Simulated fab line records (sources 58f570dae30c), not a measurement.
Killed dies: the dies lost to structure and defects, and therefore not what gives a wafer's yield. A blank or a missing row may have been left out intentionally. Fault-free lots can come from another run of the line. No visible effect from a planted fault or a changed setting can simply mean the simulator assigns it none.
Matching of chambers | flow berkeley cmos170 | 4 sister chambers for UCB170_V1_CMP_02 on cmp-02
The step polishes SiO2. 14 wafers are shown with their chamber, then 7 later ones without.

## WAFERS WITH THEIR CHAMBER
wafer  | chamber | motor current A (A) | head pressure psi (psi) | slurry filter dp kPa (kPa)
L330.1 | 0       | 16.6                | 5.987                   | 13.58
L330.3 | 1       | 16.9                | 6.012                   | 13.50
L330.6 | 3       | 18.1                | 6.012                   | 13.59
L333.1 | 3       | 17.6                | 5.997                   | 13.64
L333.3 | 2       | 18.7                | 5.973                   | 13.60
L333.4 | 0       | 17.3                | 6.013                   | 13.69
L337.2 | 0       | 17.0                | 6.010                   | 13.35
L337.3 | 1       | 16.3                | 6.052                   | 13.31
L337.4 | 2       | 19.2                | 6.011                   | 13.37
L347.1 | 2       | 18.5                | 5.996                   | 13.54
L347.2 | 0       | 16.2                | 5.988                   | 13.83
L347.3 | 3       | 17.6                | 6.022                   | 13.68
L349.1 | 2       | 18.9                | 6.001                   | 13.65
L349.2 | 1       | 16.5                | 6.020                   | 13.45

SIGNATURES (averages over the wafers above)
reading              | chamber 0 | chamber 1 | chamber 2 | chamber 3 | scatter within a chamber
motor current A      | 16.775    | 16.567    | 18.825    | 17.767    | 0.362
head pressure psi    | 5.99950   | 6.02800   | 5.99525   | 6.01033   | 0.016
slurry filter dp kPa | 13.6125   | 13.4200   | 13.5400   | 13.6367   | 0.138
Rule: distance of a wafer from a chamber = root of the sum over the readings of ((wafer's reading minus chamber's mean) / reading's scatter) squared. If the next closest chamber is less than 2 further off than the closest, the wafer can't be placed; otherwise it belongs to the closest. The scatter: the root of (the sum of the squares of (reading less its chamber's mean) over the shown wafers, divided by (wafers less chambers)).

## WAFERS WITH NO CHAMBER GIVEN
wafer  | motor current A (A) | head pressure psi (psi) | slurry filter dp kPa (kPa)
L349.3 | 17.3                | 5.995                   | 13.54
L350.1 | 18.5                | 6.001                   | 13.40
L350.3 | 16.6                | 5.990                   | 13.67
L350.6 | 16.7                | 5.994                   | 13.45
L352.2 | 17.3                | 6.003                   | 13.53
L352.4 | 19.0                | 6.021                   | 13.31
L352.5 | 16.8                | 5.986                   | 13.53

## WHICH CHAMBER EACH WENT THROUGH
wafer  | from the rows above          | in truth
L349.3 | can't be placed: 0 or 3 or 1 | 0
L350.1 | can't be placed: 2 or 3      | 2
L350.3 | 0                            | 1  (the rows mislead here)
L350.6 | can't be placed: 0 or 1      | 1
L352.2 | can't be placed: 3 or 0 or 1 | 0
L352.4 | can't be placed: 2 or 3      | 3
L352.5 | can't be placed: 0 or 1      | 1
0 of 7 placed correctly. Not placeable from these rows: 6 (in 6, the candidates include the true chamber). 1 placed wrongly.
